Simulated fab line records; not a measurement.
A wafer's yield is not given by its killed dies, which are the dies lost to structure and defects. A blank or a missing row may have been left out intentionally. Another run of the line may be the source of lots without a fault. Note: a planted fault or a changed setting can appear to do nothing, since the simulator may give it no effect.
fab line records -- flow berkeleyCmos170
record: lots: 5, wafers: 23
route steps=331 shown START@3 ACTIVE@65 PFIELD@87 FIELD@89 SCREENOX@101 NLDD@159 NSD@195 BACKSIDE@201 SDANNEAL@205
startH: hours from the record's opening day to when the first of the lot's shown wafers began -- waitH: how many hours have passed since the lot's step before this one -- " repeats the value in the row above -- L1.1+2: a row that stands for several wafers -- - no value present, or no start provided -- * or withheld: withheld -- < > ~ a bound
route shown NAME@n: names a module that has steps shown in the file, with the first one's number in the route -- usual: mean and standard deviation over wafers with no fault -- same: alike in all rows -- chamber/n: place in a boat -- sites: the reading at each site -- _std_site: their standard deviation -- _edge_site: outer sites' mean less inner sites' -- radiusMm: for every site, how far away it sits from the centre of the wafer -- mask NAME#n: copy n -- behind: tool/chamber where the wafer was last shaped -- hold: the reason the lot was held/the length of the hold in hours/how it ended -- device: transistor that didn't switch, given as n, p or np -- end of line: the same wafers' tests at the end of the route -- a step without rows: its recipe alone -- killed: at the first sort, the dies lost to defects and structure; wafer yield is something else -- map: a wafer's dies, x killed, . not, _ none there
set.NAME: the run value of the setting; set.NAME@STEP: its run value at that earlier step -- model.NAME: the simulator's own value behind a step, which no gauge read
one table per step and one row per wafer, for lots whose settings were changed on purpose
== steps ==
step: UCB170_START_OXIDATION_02
recipe: tempC: 950, ambient: O2, targetThkA: 200, oxTimeS: 1800
lot.wafer,tool,chamber,startH,waitH,set.oxTimeS,model.SiO2_of_START_OXIDATION_02.thkNm
L074.1,furnace-04,0,14.12,4.0,1800,20
L074.3,furnace-04,0,14.12,4.0,1800,19.86
L074.6,furnace-04,0,14.12,4.0,1800,19.89
L075.1,-,-,-,1.8,1915,20.52
L075.2,-,-,-,1.8,1915,20.73
L075.3,-,-,-,1.8,1915,20.27
L075.5,-,-,-,1.8,1915,20.25
L075.6,-,-,-,1.8,1915,20.31
L080.1,-,-,-,2.2,1912,20.27
L080.2,-,-,-,2.2,1912,20.34
L080.3,-,-,-,2.2,1912,20.43
L080.4,-,-,-,2.2,1912,20.18
L080.6,-,-,-,2.2,1912,20.44
L081.1,-,-,-,2.9,1727,19.31
L081.2,-,-,-,2.9,1727,19.41
L081.3,-,-,-,2.9,1727,19.44
L081.4,-,-,-,2.9,1727,19.59
L081.5,-,-,-,2.9,1727,19.17
L082.1,-,-,-,0.0,1600,18.55
L082.2,-,-,-,0.0,1600,18.33
L082.3,-,-,-,0.0,1600,18.72
L082.4,-,-,-,0.0,1600,18.84
L082.6,-,-,-,0.0,1600,18.4
step: UCB170_START_THK_MEAS_03
recipe: reads: SiO2_of_START_OXIDATION_02
usual: START_OXIDE_THK: 19.82/0.27
lot.wafer,tool,chamber,startH,waitH,set.oxTimeS@START_OXIDATION_02,START_OXIDE_THK[nm]
L074.1,filmMetro-04,-,15.62,0.0,1800,20.00
L074.3,filmMetro-04,-,15.62,0.0,1800,19.83
L074.6,filmMetro-04,-,15.62,0.0,1800,19.91
L075.1,filmMetro-01,-,-,-,1915,20.51
L075.2,filmMetro-01,-,-,-,1915,20.81
L075.3,filmMetro-01,-,-,-,1915,20.24
L075.5,filmMetro-01,-,-,-,1915,20.21
L075.6,filmMetro-01,-,-,-,1915,20.32
L080.1,filmMetro-01,-,-,-,1912,20.26
L080.2,filmMetro-01,-,-,-,1912,20.32
L080.3,filmMetro-01,-,-,-,1912,20.45
L080.4,filmMetro-01,-,-,-,1912,20.19
L080.6,filmMetro-01,-,-,-,1912,20.43
L081.1,filmMetro-01,-,-,-,1727,19.36
L081.2,filmMetro-01,-,-,-,1727,19.42
L081.3,filmMetro-01,-,-,-,1727,19.40
L081.4,filmMetro-01,-,-,-,1727,19.64
L081.5,filmMetro-01,-,-,-,1727,19.17
L082.1,filmMetro-01,-,-,-,1600,18.58
L082.2,filmMetro-01,-,-,-,1600,18.33
L082.3,filmMetro-01,-,-,-,1600,18.72
L082.4,filmMetro-01,-,-,-,1600,18.84
L082.6,filmMetro-01,-,-,-,1600,18.40
step: UCB170_ACTIVE_CVD_05
recipe: material: Si3N4, targetThkNm: 220, tempC: 800, precursor: SiH2Cl2/NH3, timeS: 3300, pressureMtorr: 200, sih2cl2FlowSccm: 25, nh3FlowSccm: 75
lot.wafer,tool,chamber,startH,waitH,set.nh3FlowSccm
L075.1+2+3+5+6,-,-,-,0.0,84.68
L074.1+3+6,lpcvd-01,1,71.10,0.0,75
L080.1+2+3+4+6,-,-,-,1.4,78.32
L081.1+2+3+4+5,-,-,-,0.0,80.16
L082.1+2+3+4+6,-,-,-,0.0,84.19
step: UCB170_ACTIVE_COAT_08
recipe: resist: KrF, spinRpm: 1500, resistThkNm: 900
lot.wafer,tool,chamber,startH,waitH,set.resistThkNm
L075.1+5,lithoTrack-01,0,68.62,0.1,900
L075.2+3+6,lithoTrack-01,0,68.62,0.1,946.1
L074.1+3+6,lithoTrack-01,0,73.22,0.1,900
L080.1+4,lithoTrack-01,0,98.38,0.1,900
L080.2+3+6,lithoTrack-01,0,98.38,0.1,847.1
L081.1+2+3+4+5,lithoTrack-01,0,107.40,0.1,900
L082.1+3+4,lithoTrack-04,0,110.74,0.1,900
L082.2+6,lithoTrack-04,0,110.74,0.1,874.1
step: UCB170_ACTIVE_STRIP_16
recipe: chemistry: O2, powerW: 400, pressureMtorr: 3500, platenTempC: withheld, o2FlowSccm: 400, overashFraction: 0.5
usual: oesProductAu: 0.721/0.0048, stripTimeToEndpointS: 18.14/0.093
lot.wafer,tool,chamber,startH,waitH,set.powerW,set.resistThkNm@ACTIVE_COAT_08,oesProductAu,stripTimeToEndpointS
L075.1,plasmaAsher-04,1,70.00,0.1,400,900,0.725,18.16
L075.2,plasmaAsher-04,0,70.00,0.1,435.1,946.1,0.752,18.06
L075.3,plasmaAsher-04,1,70.00,0.1,400,946.1,0.726,19.29
L075.5,plasmaAsher-04,1,70.00,0.1,435.1,900,0.750,17.02
L075.6,plasmaAsher-04,0,70.00,0.1,435.1,946.1,0.751,18.06
L074.1,plasmaAsher-02,0,74.50,0.1,400,900,0.727,18.04
L074.3,plasmaAsher-02,1,74.50,0.1,400,900,0.728,18.21
L074.6,plasmaAsher-02,1,74.50,0.1,400,900,0.715,18.17
L080.1,plasmaAsher-02,0,99.90,0.1,400,900,0.723,18.10
L080.2,plasmaAsher-02,1,99.90,0.1,400,847.1,0.720,16.83
L080.3,plasmaAsher-02,1,99.90,0.1,371.1,847.1,0.692,17.86
L080.4,plasmaAsher-02,0,99.90,0.1,371.1,900,0.692,19.08
L080.6,plasmaAsher-02,1,99.90,0.1,371.1,847.1,0.692,17.80
L081.1,plasmaAsher-01,1,108.88,0.1,400,900,0.711,18.13
L081.2,plasmaAsher-01,0,108.88,0.1,400,900,0.721,18.08
L081.3,plasmaAsher-01,0,108.88,0.1,400,900,0.718,18.15
L081.4,plasmaAsher-01,1,108.88,0.1,400,900,0.723,17.97
L081.5,plasmaAsher-01,1,108.88,0.1,400,900,0.721,18.22
L082.1,plasmaAsher-02,0,111.88,0.1,400,900,0.728,18.09
L082.2,plasmaAsher-02,1,111.88,0.1,424.9,874.1,0.741,16.70
L082.3,plasmaAsher-02,0,111.88,0.1,400,900,0.723,18.13
L082.4,plasmaAsher-02,1,111.88,0.1,424.9,900,0.741,17.33
L082.6,plasmaAsher-02,1,111.88,0.1,400,874.1,0.724,17.47
step: UCB170_ACTIVE_CLEAN_17
recipe: chemistry: SPM, tempC: 120, timeS: 600
step: UCB170_PFIELD_STRIP_08
recipe: chemistry: O2, powerW: 400, pressureMtorr: 3500, platenTempC: withheld, o2FlowSccm: 400, overashFraction: 0.5
step: UCB170_FIELD_CLEAN_00
recipe: chemistry: dHF, dilution: 25:1, timeS: 7.5
lot.wafer,tool,chamber,startH,waitH,set.nh3FlowSccm@ACTIVE_CVD_05,model.Si3N4_of_ACTIVE_CVD_05.thkNm
L075.1,wetBench-03,1,72.43,0.1,84.68,239.4
L075.2,wetBench-03,1,72.43,0.1,84.68,239.5
L075.3,wetBench-03,1,72.43,0.1,84.68,239.3
L075.5,wetBench-03,1,72.43,0.1,84.68,239.9
L075.6,wetBench-03,1,72.43,0.1,84.68,238.9
L074.1,wetBench-03,3,78.02,0.1,75,220.7
L074.3,wetBench-03,3,78.02,0.1,75,219.1
L074.6,wetBench-03,3,78.02,0.1,75,221.6
L080.1,wetBench-03,2,102.96,0.1,78.32,226.4
L080.2,wetBench-03,2,102.96,0.1,78.32,224.2
L080.3,wetBench-03,2,102.96,0.1,78.32,227.8
L080.4,wetBench-03,2,102.96,0.1,78.32,223.9
L080.6,wetBench-03,2,102.96,0.1,78.32,226.1
L081.1,wetBench-03,0,111.01,0.1,80.16,229.7
L081.2,wetBench-03,0,111.01,0.1,80.16,230.6
L081.3,wetBench-03,0,111.01,0.1,80.16,231.6
L081.4,wetBench-03,0,111.01,0.1,80.16,230.2
L081.5,wetBench-03,0,111.01,0.1,80.16,230.3
L082.1,wetBench-01,2,113.62,0.1,84.19,239.9
L082.2,wetBench-01,2,113.62,0.1,84.19,239.5
L082.3,wetBench-01,2,113.62,0.1,84.19,239.1
L082.4,wetBench-01,2,113.62,0.1,84.19,240.4
L082.6,wetBench-01,2,113.62,0.1,84.19,238.6
step: UCB170_SCREENOX_OXIDATION_01
recipe: tempC: 900, ambient: O2, targetThkA: 144, oxTimeS: 2400
lot.wafer,tool,chamber,startH,waitH,set.oxTimeS,model.SiO2_of_SCREENOX_OXIDATION_01.thkNm
L074.1,furnace-04,0,93.71,1.0,2400,14.52
L074.3,furnace-04,0,93.71,1.0,2400,14.39
L074.6,furnace-04,0,93.71,1.0,2400,14.49
L075.1,-,-,-,4.2,2400,14.25
L075.2,-,-,-,4.2,2400,14.12
L075.3,-,-,-,4.2,2400,14.35
L075.5,-,-,-,4.2,2400,14.03
L075.6,-,-,-,4.2,2400,14.27
L080.1,-,-,-,0.2,2090,12.88
L080.2,-,-,-,0.2,2090,12.96
L080.3,-,-,-,0.2,2090,12.76
L080.4,-,-,-,0.2,2090,13.06
L080.6,-,-,-,0.2,2090,12.9
L081.1,-,-,-,1.3,2693,15.6
L081.2,-,-,-,1.3,2693,15.62
L081.3,-,-,-,1.3,2693,15.49
L081.4,-,-,-,1.3,2693,15.72
L081.5,-,-,-,1.3,2693,15.59
L082.1,-,-,-,1.3,2736,15.5
L082.2,-,-,-,1.3,2736,15.54
L082.3,-,-,-,1.3,2736,15.39
L082.4,-,-,-,1.3,2736,15.56
L082.6,-,-,-,1.3,2736,15.14
step: UCB170_SCREENOX_THK_MEAS_02
recipe: reads: SiO2_of_SCREENOX_OXIDATION_01
usual: SCREENOX_OXIDE_THK: 14.38/0.26
lot.wafer,tool,chamber,startH,waitH,set.oxTimeS@SCREENOX_OXIDATION_01,SCREENOX_OXIDE_THK[nm]
L074.1,filmMetro-04,-,95.37,0.0,2400,14.54
L074.3,filmMetro-04,-,95.37,0.0,2400,14.36
L074.6,filmMetro-04,-,95.37,0.0,2400,14.45
L075.1,filmMetro-01,-,-,-,2400,14.24
L075.2,filmMetro-01,-,-,-,2400,14.12
L075.3,filmMetro-01,-,-,-,2400,14.37
L075.5,filmMetro-01,-,-,-,2400,14.02
L075.6,filmMetro-01,-,-,-,2400,14.24
L080.1,filmMetro-01,-,-,-,2090,12.85
L080.2,filmMetro-01,-,-,-,2090,12.91
L080.3,filmMetro-01,-,-,-,2090,12.81
L080.4,filmMetro-01,-,-,-,2090,13.04
L080.6,filmMetro-01,-,-,-,2090,12.94
L081.1,filmMetro-04,-,-,-,2693,15.60
L081.2,filmMetro-04,-,-,-,2693,15.61
L081.3,filmMetro-04,-,-,-,2693,15.49
L081.4,filmMetro-04,-,-,-,2693,15.71
L081.5,filmMetro-04,-,-,-,2693,15.62
L082.1,filmMetro-01,-,-,-,2736,15.49
L082.2,filmMetro-01,-,-,-,2736,15.50
L082.3,filmMetro-01,-,-,-,2736,15.41
L082.4,filmMetro-01,-,-,-,2736,15.54
L082.6,filmMetro-01,-,-,-,2736,15.16
step: UCB170_NLDD_COAT_01
recipe: resist: KrF, spinRpm: 1500, resistThkNm: 900
lot.wafer,tool,chamber,startH,waitH,set.resistThkNm,model.KrF_of_NLDD_COAT_01.thkNm
L075.1,lithoTrack-03,0,119.81,0.1,945.5,946.5
L075.2,lithoTrack-03,0,119.81,0.1,900,897
L075.3,lithoTrack-03,0,119.81,0.1,945.5,949.5
L075.5+6,lithoTrack-03,0,119.81,0.1,900,901.1
L074.1,lithoTrack-02,0,120.38,0.1,900,893.7
L074.3,lithoTrack-02,0,120.38,0.1,900,896.8
L074.6,lithoTrack-02,0,120.38,0.1,900,896.2
L080.1,lithoTrack-04,0,148.36,0.1,900,900.6
L080.2,lithoTrack-04,0,148.36,0.1,900,901.8
L080.3,lithoTrack-04,0,148.36,0.1,900,900.9
L080.4,lithoTrack-04,0,148.36,0.1,900,900.3
L080.6,lithoTrack-04,0,148.36,0.1,900,902.4
L081.1,lithoTrack-02,0,152.45,0.1,935.9,935.7
L081.2,lithoTrack-02,0,152.45,0.1,900,899.3
L081.3,lithoTrack-02,0,152.45,0.1,935.9,931.7
L081.4,lithoTrack-02,0,152.45,0.1,935.9,936.4
L081.5,lithoTrack-02,0,152.45,0.1,900,896.1
L082.1,lithoTrack-02,0,152.90,0.1,852.5,852.9
L082.2,lithoTrack-02,0,152.90,0.1,900,900.1
L082.3,lithoTrack-02,0,152.90,0.1,900,900.8
L082.4,lithoTrack-02,0,152.90,0.1,852.5,852.1
L082.6,lithoTrack-02,0,152.90,0.1,852.5,854.3
step: UCB170_NLDD_SOFTBAKE_02
recipe: resist: KrF, tempC: 130, timeS: 60
step: UCB170_NLDD_EXPOSE_03
recipe: maskId: NSELECT, na: 0.5, sigmaOuter: 0.6, sourceShape: conventional, targetCdNm: 1200, doseMj: 30
step: UCB170_NLDD_PEB_04
recipe: pebTempC: 130, pebTimeS: withheld, resist: KrF
step: UCB170_NLDD_DEVELOP_05
recipe: developer: TMAH, developTimeS: 45, resist: KrF, devTempC: 21
step: UCB170_NLDD_CD_MEAS_06
recipe: targetCdNm: 1200
usual: cdNm: 1200.1/1.1
lot.wafer,tool,chamber,startH,waitH,set.resistThkNm@NLDD_COAT_01,cdNm
L075.1,cdSem-01,-,120.83,-,945.5,1196.9
L075.2,cdSem-01,-,120.83,-,900,1198.3
L075.3,cdSem-01,-,120.83,-,945.5,1196.2
L075.5,cdSem-01,-,120.83,-,900,1200.0
L075.6,cdSem-01,-,120.83,-,900,1198.1
L074.1,cdSem-01,-,121.07,-,900,1200.7
L074.3,cdSem-01,-,121.07,-,900,1200.3
L074.6,cdSem-01,-,121.07,-,900,1199.3
L080.1,cdSem-02,-,149.05,-,900,1199.4
L080.2,cdSem-02,-,149.05,-,900,1200.4
L080.3,cdSem-02,-,149.05,-,900,1200.1
L080.4,cdSem-02,-,149.05,-,900,1201.4
L080.6,cdSem-02,-,149.05,-,900,1199.3
L081.1,cdSem-01,-,153.47,-,935.9,1198.5
L081.2,cdSem-01,-,153.47,-,900,1200.1
L081.3,cdSem-01,-,153.47,-,935.9,1198.9
L081.4,cdSem-01,-,153.47,-,935.9,1197.9
L081.5,cdSem-01,-,153.47,-,900,1201.3
L082.1,cdSem-02,-,153.81,-,852.5,1203.9
L082.2,cdSem-02,-,153.81,-,900,1200.4
L082.3,cdSem-02,-,153.81,-,900,1200.4
L082.4,cdSem-02,-,153.81,-,852.5,1202.9
L082.6,cdSem-02,-,153.81,-,852.5,1203.5
step: UCB170_NLDD_IMPLANT_08
recipe: species: As, doseCm2: 5e+13, energyKev: 30, tiltDeg: 7, rotationDeg: 0
lot.wafer,tool,chamber,startH,waitH,set.doseCm2
L075.1+2+6,implanter-03,0,120.99,0.0,5e+13
L075.3+5,implanter-03,0,120.99,0.0,5.36e+13
L074.1+3+6,implanter-01,0,121.22,0.0,5e+13
L080.1+4,implanter-01,0,149.21,0.0,5e+13
L080.2+3+6,implanter-01,0,149.21,0.0,5.237e+13
L081.1+2,implanter-01,0,153.63,0.0,5e+13
L081.3+4+5,implanter-01,0,153.63,0.0,4.818e+13
L082.1+2+3+4+6,implanter-03,0,153.96,0.0,5e+13
step: UCB170_NLDD_IMPLANT_09
recipe: species: As, doseCm2: 5e+13, energyKev: 30, tiltDeg: 7, rotationDeg: 180
step: UCB170_NLDD_STRIP_10
recipe: chemistry: O2, powerW: 400, pressureMtorr: 3500, platenTempC: withheld, o2FlowSccm: 400, overashFraction: 0.5
usual: stripTimeToEndpointS: 21.64/0.066
lot.wafer,tool,chamber,startH,waitH,set.resistThkNm@NLDD_COAT_01,stripTimeToEndpointS
L075.1,plasmaAsher-01,1,121.29,0.1,945.5,22.74
L075.2,plasmaAsher-01,0,121.29,0.1,900,21.56
L075.3,plasmaAsher-01,0,121.29,0.1,945.5,22.79
L075.5,plasmaAsher-01,1,121.29,0.1,900,21.66
L075.6,plasmaAsher-01,0,121.29,0.1,900,21.66
L074.1,plasmaAsher-03,0,121.52,0.1,900,21.46
L074.3,plasmaAsher-03,1,121.52,0.1,900,21.56
L074.6,plasmaAsher-03,0,121.52,0.1,900,21.52
L080.1,plasmaAsher-02,1,149.51,0.1,900,21.65
L080.2,plasmaAsher-02,0,149.51,0.1,900,21.67
L080.3,plasmaAsher-02,0,149.51,0.1,900,21.66
L080.4,plasmaAsher-02,1,149.51,0.1,900,21.64
L080.6,plasmaAsher-02,1,149.51,0.1,900,21.67
L081.1,plasmaAsher-01,1,153.93,0.1,935.9,22.48
L081.2,plasmaAsher-01,0,153.93,0.1,900,21.60
L081.3,plasmaAsher-01,0,153.93,0.1,935.9,22.39
L081.4,plasmaAsher-01,1,153.93,0.1,935.9,22.49
L081.5,plasmaAsher-01,0,153.93,0.1,900,21.53
L082.1,plasmaAsher-01,0,154.26,0.1,852.5,20.51
L082.2,plasmaAsher-01,1,154.26,0.1,900,21.62
L082.3,plasmaAsher-01,1,154.26,0.1,900,21.65
L082.4,plasmaAsher-01,0,154.26,0.1,852.5,20.47
L082.6,plasmaAsher-01,1,154.26,0.1,852.5,20.53
step: UCB170_NSD_IMPLANT_08
recipe: species: P, doseCm2: 3e+15, energyKev: 40, tiltDeg: 7
lot.wafer,tool,chamber,startH,waitH,set.energyKev,model.implant.rpNm,model.implant.drpNm
L075.1+5+6,implanter-02,0,128.85,0.0,41.65,49.64,21.89
L075.2+3,implanter-02,0,128.85,0.0,40,47.7,21.16
L074.1+3+6,implanter-04,0,128.96,0.0,40,48.42,21.16
L080.1+3+4,implanter-02,0,157.39,0.0,37.93,45.48,20.22
L080.2+6,implanter-02,0,157.39,0.0,40,47.91,21.16
L082.1+2+3+4+6,implanter-02,0,163.60,0.0,40,48.78,21.16
L081.1+5,implanter-02,0,163.82,0.0,41.35,49.3,21.76
L081.2+3+4,implanter-02,0,163.82,0.0,40,47.71,21.16
step: UCB170_NSD_STRIP_09
recipe: chemistry: O2, powerW: 400, pressureMtorr: 3500, platenTempC: withheld, o2FlowSccm: 400, overashFraction: 0.5
usual: stripTimeToEndpointS: 35.85/0.079
lot.wafer,tool,chamber,startH,waitH,set.energyKev@NSD_IMPLANT_08,stripTimeToEndpointS
L075.1,plasmaAsher-01,0,129.00,0.1,41.65,36.52
L075.2,plasmaAsher-01,1,129.00,0.1,40,35.95
L075.3,plasmaAsher-01,1,129.00,0.1,40,35.85
L075.5,plasmaAsher-01,0,129.00,0.1,41.65,36.44
L075.6,plasmaAsher-01,1,129.00,0.1,41.65,36.53
L074.1,plasmaAsher-02,0,129.11,0.1,40,35.92
L074.3,plasmaAsher-02,0,129.11,0.1,40,35.81
L074.6,plasmaAsher-02,0,129.11,0.1,40,35.88
L080.1,plasmaAsher-04,1,157.54,0.1,37.93,35.15
L080.2,plasmaAsher-04,0,157.54,0.1,40,35.86
L080.3,plasmaAsher-04,1,157.54,0.1,37.93,35.17
L080.4,plasmaAsher-04,0,157.54,0.1,37.93,35.12
L080.6,plasmaAsher-04,0,157.54,0.1,40,35.88
L082.1,plasmaAsher-01,0,163.75,0.1,40,35.88
L082.2,plasmaAsher-01,1,163.75,0.1,40,35.86
L082.3,plasmaAsher-01,1,163.75,0.1,40,35.84
L082.4,plasmaAsher-01,0,163.75,0.1,40,35.90
L082.6,plasmaAsher-01,1,163.75,0.1,40,35.94
L081.1,plasmaAsher-02,1,163.97,0.1,41.35,36.43
L081.2,plasmaAsher-02,0,163.97,0.1,40,36.02
L081.3,plasmaAsher-02,1,163.97,0.1,40,35.92
L081.4,plasmaAsher-02,0,163.97,0.1,40,35.88
L081.5,plasmaAsher-02,1,163.97,0.1,41.35,36.42
step: UCB170_BACKSIDE_SOFTBAKE_02
recipe: resist: KrF, tempC: 130, timeS: 60
lot.wafer,tool,chamber,startH,waitH,set.timeS
L075.1+2+3+5+6,lithoTrack-03,0,129.63,0.1,60
L074.1+3+6,lithoTrack-02,0,129.81,0.1,60
L080.1+2+4,lithoTrack-01,0,158.19,0.1,60
L080.3+6,lithoTrack-01,0,158.19,0.1,65.1
L082.1+2+4,lithoTrack-02,0,164.40,0.1,68.71
L082.3+6,lithoTrack-02,0,164.40,0.1,60
L081.1+3,lithoTrack-03,0,165.03,0.1,63.93
L081.2+4+5,lithoTrack-03,0,165.03,0.1,60
step: UCB170_BACKSIDE_STRIP_03
recipe: chemistry: O2, powerW: 400, pressureMtorr: 3500, platenTempC: withheld, o2FlowSccm: 400, overashFraction: 0.5
step: UCB170_BACKSIDE_CLEAN_04
recipe: chemistry: SPM, tempC: 120, timeS: 600
step: UCB170_SDANNEAL_RTA_01
recipe: tempC: 1050, timeS: 5, ambient: N2
step: UCB170_SDANNEAL_RS_MEAS_03
recipe: thkMeasGauge: four-point-probe
usual: NSD_RS: 37.27/0.093
lot.wafer,tool,chamber,startH,waitH,set.energyKev@NSD_IMPLANT_08,NSD_RS[ohm/sq]
L075.1,filmMetro-04,-,130.30,0.1,41.65,36.72
L075.2,filmMetro-04,-,130.30,0.1,40,37.21
L075.3,filmMetro-04,-,130.30,0.1,40,37.28
L075.5,filmMetro-04,-,130.30,0.1,41.65,36.74
L075.6,filmMetro-04,-,130.30,0.1,41.65,36.65
L074.1,filmMetro-03,-,130.48,0.1,40,37.32
L074.3,filmMetro-03,-,130.48,0.1,40,37.34
L074.6,filmMetro-03,-,130.48,0.1,40,37.32
L080.1,filmMetro-03,-,158.92,0.1,37.93,37.95
L080.2,filmMetro-03,-,158.92,0.1,40,37.39
L080.3,filmMetro-03,-,158.92,0.1,37.93,38.07
L080.4,filmMetro-03,-,158.92,0.1,37.93,37.95
L080.6,filmMetro-03,-,158.92,0.1,40,37.24
L082.1,filmMetro-01,-,165.08,0.1,40,37.18
L082.2,filmMetro-01,-,165.08,0.1,40,37.21
L082.3,filmMetro-01,-,165.08,0.1,40,37.37
L082.4,filmMetro-01,-,165.08,0.1,40,37.21
L082.6,filmMetro-01,-,165.08,0.1,40,37.19
L081.1,filmMetro-04,-,165.70,0.1,41.35,36.73
L081.2,filmMetro-04,-,165.70,0.1,40,37.24
L081.3,filmMetro-04,-,165.70,0.1,40,37.22
L081.4,filmMetro-04,-,165.70,0.1,40,37.28
L081.5,filmMetro-04,-,165.70,0.1,41.35,36.78
step: UCB170_SDANNEAL_RS_MEAS_05
recipe: thkMeasGauge: four-point-probe
usual: NLDD_RS: 616.6/1.4
lot.wafer,tool,chamber,startH,waitH,set.doseCm2@NLDD_IMPLANT_08,NLDD_RS[ohm/sq]
L075.1,filmMetro-04,-,130.54,0.1,5e+13,618.5
L075.2,filmMetro-04,-,130.54,0.1,5e+13,618.4
L075.3,filmMetro-04,-,130.54,0.1,5.36e+13,604.4
L075.5,filmMetro-04,-,130.54,0.1,5.36e+13,603.7
L075.6,filmMetro-04,-,130.54,0.1,5e+13,619.7
L074.1,filmMetro-03,-,130.72,0.1,5e+13,618.5
L074.3,filmMetro-03,-,130.72,0.1,5e+13,618.3
L074.6,filmMetro-03,-,130.72,0.1,5e+13,617.4
L080.1,filmMetro-03,-,159.16,0.1,5e+13,617.8
L080.2,filmMetro-03,-,159.16,0.1,5.237e+13,606.7
L080.3,filmMetro-03,-,159.16,0.1,5.237e+13,608.7
L080.4,filmMetro-03,-,159.16,0.1,5e+13,618.3
L080.6,filmMetro-03,-,159.16,0.1,5.237e+13,608.9
L082.1,filmMetro-01,-,165.32,0.1,5e+13,614.1
L082.2,filmMetro-01,-,165.32,0.1,5e+13,612.9
L082.3,filmMetro-01,-,165.32,0.1,5e+13,615.9
L082.4,filmMetro-01,-,165.32,0.1,5e+13,614.3
L082.6,filmMetro-01,-,165.32,0.1,5e+13,614.1
L081.1,filmMetro-04,-,165.94,0.1,5e+13,617.0
L081.2,filmMetro-04,-,165.94,0.1,5e+13,617.6
L081.3,filmMetro-04,-,165.94,0.1,4.818e+13,625.6
L081.4,filmMetro-04,-,165.94,0.1,4.818e+13,625.4
L081.5,filmMetro-04,-,165.94,0.1,4.818e+13,624.9
== key ==
split: step: UCB170_START_OXIDATION_02, setting: oxTimeS, stated: 1800, by: lot
response: step: UCB170_START_OXIDATION_02, reading: model.SiO2_of_START_OXIDATION_02.thkNm, change: +0.103, per: 1%, r: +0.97
response: step: UCB170_START_THK_MEAS_03, reading: START_OXIDE_THK, change: +0.102, per: 1%, r: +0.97
split: step: UCB170_ACTIVE_CVD_05, setting: nh3FlowSccm, stated: 75, by: lot
response: step: UCB170_FIELD_CLEAN_00, reading: model.Si3N4_of_ACTIVE_CVD_05.thkNm, change: +1.56, per: 1%, r: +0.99
split: step: UCB170_ACTIVE_COAT_08, setting: resistThkNm, stated: 900, by: wafer
response: step: UCB170_ACTIVE_STRIP_16, reading: stripTimeToEndpointS, slope: *, per: 1%, togetherWith: powerW@ACTIVE_STRIP_16, explained: 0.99
split: step: UCB170_ACTIVE_STRIP_16, setting: powerW, stated: 400, by: wafer
response: step: UCB170_ACTIVE_STRIP_16, reading: oesProductAu, change: +0.00318, per: 1%, r: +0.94
response: step: UCB170_ACTIVE_STRIP_16, reading: stripTimeToEndpointS, slope: *, per: 1%, togetherWith: resistThkNm@ACTIVE_COAT_08, explained: 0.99
split: step: UCB170_SCREENOX_OXIDATION_01, setting: oxTimeS, stated: 2400, by: lot
response: step: UCB170_SCREENOX_OXIDATION_01, reading: model.SiO2_of_SCREENOX_OXIDATION_01.thkNm, change: +0.0984, per: 1%, r: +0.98
response: step: UCB170_SCREENOX_THK_MEAS_02, reading: SCREENOX_OXIDE_THK, change: +0.0985, per: 1%, r: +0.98
split: step: UCB170_NLDD_COAT_01, setting: resistThkNm, stated: 900, by: wafer
response: step: UCB170_NLDD_COAT_01, reading: model.KrF_of_NLDD_COAT_01.thkNm, change: +9.25, per: 1%, r: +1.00
response: step: UCB170_NLDD_CD_MEAS_06, reading: cdNm, change: -0.526, per: 1%, r: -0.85
response: step: UCB170_NLDD_STRIP_10, reading: stripTimeToEndpointS, change: *, per: 1%, r: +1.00
split: step: UCB170_NLDD_IMPLANT_08, setting: doseCm2, stated: 5e+13, by: wafer
response: step: UCB170_SDANNEAL_RS_MEAS_05, reading: NLDD_RS, change: -2.08, per: 1%, r: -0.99
split: step: UCB170_NSD_IMPLANT_08, setting: energyKev, stated: 40, by: wafer
response: step: UCB170_NSD_IMPLANT_08, reading: model.implant.rpNm, change: +0.47, per: 1%, r: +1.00
response: step: UCB170_NSD_IMPLANT_08, reading: model.implant.drpNm, change: +0.18, per: 1%, r: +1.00
response: step: UCB170_NSD_STRIP_09, reading: stripTimeToEndpointS, change: *, per: 1%, r: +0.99
response: step: UCB170_SDANNEAL_RS_MEAS_03, reading: NSD_RS, change: -0.133, per: 1%, r: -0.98
split: step: UCB170_BACKSIDE_SOFTBAKE_02, setting: timeS, stated: 60, by: wafer
response none clear
